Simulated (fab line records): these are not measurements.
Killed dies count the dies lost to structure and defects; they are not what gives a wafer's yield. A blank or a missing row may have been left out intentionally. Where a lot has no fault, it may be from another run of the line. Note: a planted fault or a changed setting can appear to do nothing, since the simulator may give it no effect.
Which of the tools did it? + flow berkeleyCmos170 + 42 wafers from 14 lots sampled at 4 of the route's 331 steps

## WHAT THE GAUGES READ, wafer by wafer
UCB170_M1_CD_MEAS_09 targets a cd of 700 nm.
| lot  | measured     | on       | cdNm (nm)         |
|------|--------------|----------|-------------------|
| L564 | day 6 12:34  | cdSem-01 | 699.0 698.9 697.9 |
| L565 | day 7 01:31  | cdSem-02 | 700.7 698.9 698.7 |
| L566 | day 7 17:10  | cdSem-02 | 701.1 701.6 701.7 |
| L567 | day 7 12:32  | cdSem-02 | 699.7 700.5 701.9 |
| L570 | day 8 14:01  | cdSem-01 | 699.1 700.1 701.9 |
| L572 | day 8 17:53  | cdSem-02 | 697.1 697.5 697.4 |
| L571 | day 8 21:58  | cdSem-02 | 700.2 699.5 699.7 |
| L573 | day 9 00:07  | cdSem-02 | 698.5 699.8 698.5 |
| L576 | day 10 11:50 | cdSem-02 | 699.9 699.9 699.0 |
| L575 | day 9 23:53  | cdSem-01 | 697.6 695.8 697.8 |
| L577 | day 10 18:53 | cdSem-02 | 700.7 700.1 698.6 |
| L582 | day 10 19:16 | cdSem-02 | 700.5 700.9 701.1 |
| L584 | day 11 18:08 | cdSem-02 | 700.9 701.1 700.0 |
| L586 | day 11 20:31 | cdSem-01 | 699.9 699.2 699.7 |

## WHAT TOOL EACH LOT RAN ON (gives the tool, then ch and the chambers of the sampled wafers, and finally the start)
| lot  | UCB170_PFIELD_DEVELOP_05        | UCB170_GATE_STRIP_16                | UCB170_NSD_STRIP_09                 |
|------|---------------------------------|-------------------------------------|-------------------------------------|
| L564 | lithoTrack-04 ch 0, day 4 00:00 | plasmaAsher-01 ch 0,1, day 5 17:17  | plasmaAsher-04 ch 0, day 6 04:43    |
| L565 | lithoTrack-04 ch 0, day 4 06:00 | plasmaAsher-04 ch 0,1, day 6 01:59  | plasmaAsher-03 ch 0,1, day 6 17:44  |
| L566 | lithoTrack-01 ch 0, day 4 23:00 | plasmaAsher-04 ch 0,1, day 6 17:40  | plasmaAsher-01 ch 0,1, day 7 05:27  |
| L567 | lithoTrack-02 ch 0, day 5 02:00 | plasmaAsher-01 ch 0,1, day 6 17:24  | plasmaAsher-04 ch 0,1, day 7 04:46  |
| L570 | lithoTrack-02 ch 0, day 5 15:00 | plasmaAsher-01 ch 1, day 7 12:55    | plasmaAsher-04 ch 0,1, day 8 05:22  |
| L572 | lithoTrack-02 ch 0, day 6 00:00 | plasmaAsher-03 ch 0,1, day 7 20:28  | plasmaAsher-04 ch 0, day 8 08:32    |
| L571 | lithoTrack-02 ch 0, day 6 00:00 | plasmaAsher-01 ch 0,1, day 7 20:43  | plasmaAsher-03 ch 0,1, day 8 13:40  |
| L573 | lithoTrack-02 ch 0, day 6 00:00 | plasmaAsher-04 ch 0,1, day 7 20:58  | plasmaAsher-04 ch 0,1, day 8 13:58  |
| L576 | lithoTrack-02, day 6 21:00      | plasmaAsher-03 ch 0,1, day 9 02:13  | plasmaAsher-04 ch 0,1, day 9 19:11  |
| L575 | lithoTrack-02, day 6 21:00      | plasmaAsher-01 ch 0,1, day 9 01:59  | plasmaAsher-04 ch 0,1, day 9 15:22  |
| L577 | lithoTrack-01 ch 0, day 7 02:00 | plasmaAsher-01 ch 0,1, day 9 10:49  | plasmaAsher-03 ch 0,1, day 10 06:10 |
| L582 | lithoTrack-01 ch 0, day 7 20:00 | plasmaAsher-01 ch 0,1, day 9 18:05  | plasmaAsher-01 ch 0,1, day 10 06:53 |
| L584 | lithoTrack-02 ch 0, day 8 13:00 | plasmaAsher-01 ch 0,1, day 10 20:28 | plasmaAsher-03 ch 0,1, day 11 08:10 |
| L586 | lithoTrack-01 ch 0, day 9 06:00 | plasmaAsher-01 ch 0,1, day 10 20:59 | plasmaAsher-03 ch 0,1, day 11 09:02 |
- UCB170_PFIELD_DEVELOP_05: develop time 45 s.
- UCB170_GATE_STRIP_16: strips in O2.
- UCB170_NSD_STRIP_09: strips in O2.

## AS READ BY THE TOOLS THEMSELVES (means over the sampled wafers that have a number; for cases with no such wafer, the mark the record gives instead)
UCB170_PFIELD_DEVELOP_05.
| lot  | tool          | chillPlateTempC (C) | developerTempC (C) |
|------|---------------|---------------------|--------------------|
| L564 | lithoTrack-04 | 22.96               | 20.97              |
| L565 | lithoTrack-04 | 22.92               | 20.97              |
| L566 | lithoTrack-01 | 23.04               | 21.02              |
| L567 | lithoTrack-02 | 23.00               | 21.03              |
| L570 | lithoTrack-02 | 22.95               | 20.94              |
| L572 | lithoTrack-02 | 23.05               | 20.95              |
| L571 | lithoTrack-02 | 23.02               | 21.09              |
| L573 | lithoTrack-02 | 23.11               | 20.99              |
| L576 | lithoTrack-02 | -                   | -                  |
| L575 | lithoTrack-02 | -                   | -                  |
| L577 | lithoTrack-01 | 22.98               | 21.04              |
| L582 | lithoTrack-01 | 23.04               | 21.00              |
| L584 | lithoTrack-02 | 23.03               | 20.91              |
| L586 | lithoTrack-01 | 22.91               | 21.01              |

UCB170_GATE_STRIP_16.
| lot  | tool           | drypumpMotorCurrentA (A) | oesProductAu (a.u.) |
|------|----------------|--------------------------|---------------------|
| L564 | plasmaAsher-01 | 6.1                      | 0.723               |
| L565 | plasmaAsher-04 | 6.3                      | 0.727               |
| L566 | plasmaAsher-04 | 5.9                      | 0.722               |
| L567 | plasmaAsher-01 | 6.0                      | 0.724               |
| L570 | plasmaAsher-01 | 6.7                      | 0.723               |
| L572 | plasmaAsher-03 | 6.0                      | 0.722               |
| L571 | plasmaAsher-01 | 5.5                      | 0.723               |
| L573 | plasmaAsher-04 | 6.2                      | 0.723               |
| L576 | plasmaAsher-03 | 6.1                      | 0.729               |
| L575 | plasmaAsher-01 | 6.1                      | 0.725               |
| L577 | plasmaAsher-01 | 5.5                      | 0.726               |
| L582 | plasmaAsher-01 | 6.0                      | 0.723               |
| L584 | plasmaAsher-01 | 5.5                      | 0.724               |
| L586 | plasmaAsher-01 | 6.1                      | 0.727               |

UCB170_NSD_STRIP_09.
| lot  | tool           | drypumpMotorCurrentA (A) | oesProductAu (a.u.) | stripTimeToEndpointS (s) |
|------|----------------|--------------------------|---------------------|--------------------------|
| L564 | plasmaAsher-04 | 6.6                      | 0.535               | 35.76                    |
| L565 | plasmaAsher-03 | 6.0                      | 0.538               | 35.91                    |
| L566 | plasmaAsher-01 | 6.1                      | 0.538               | 35.81                    |
| L567 | plasmaAsher-04 | 5.9                      | 0.534               | 35.83                    |
| L570 | plasmaAsher-04 | 5.9                      | 0.532               | 35.97                    |
| L572 | plasmaAsher-04 | 6.6                      | 0.532               | 35.83                    |
| L571 | plasmaAsher-03 | 6.1                      | 0.536               | 35.88                    |
| L573 | plasmaAsher-04 | 6.3                      | 0.532               | 35.87                    |
| L576 | plasmaAsher-04 | 5.9                      | 0.532               | 35.87                    |
| L575 | plasmaAsher-04 | 5.9                      | 0.534               | 35.78                    |
| L577 | plasmaAsher-03 | 6.1                      | 0.533               | 35.92                    |
| L582 | plasmaAsher-01 | 6.0                      | 0.533               | 35.80                    |
| L584 | plasmaAsher-03 | 6.1                      | 0.534               | 35.94                    |
| L586 | plasmaAsher-03 | 6.2                      | 0.531               | 35.80                    |

## THE ANSWER, worked out from the rows above alone
Rule: the lots themselves supply what counts as usual. The widest of any qualifying gaps counts: lots, ordered by their means at a reading, are off when they make up no more than a third of the lots, leave a main group of 4 or more, and stand apart from it by 3 or more times the standard deviation of that group's means. A main group whose means are all the same, to the digits that the tables above print for the reading, isn't used. Also off: a lot with no number at a reading for which 4 or more lots have one. Any other lot the step has rows for is counted as sound. After the gauges, taken in route order, come the tools' own readings; for these a lot's mean is taken, as printed above. The first step at which some lot is off is used, and at that step the reading that is off furthest; a lot without a number counts as furthest.
Off: L576, L575 (UCB170_PFIELD_DEVELOP_05, chillPlateTempC). Without a number there: L576, L575. The main group: mean 23.00 C, standard deviation 0.056.
If a tool, at that step or one of the process steps before it, ran each lot that is off and ran no sound lot following the first of them, it fits. Not one of the candidates tried fits.

## WHAT THE SIMULATOR HAD INSERTED
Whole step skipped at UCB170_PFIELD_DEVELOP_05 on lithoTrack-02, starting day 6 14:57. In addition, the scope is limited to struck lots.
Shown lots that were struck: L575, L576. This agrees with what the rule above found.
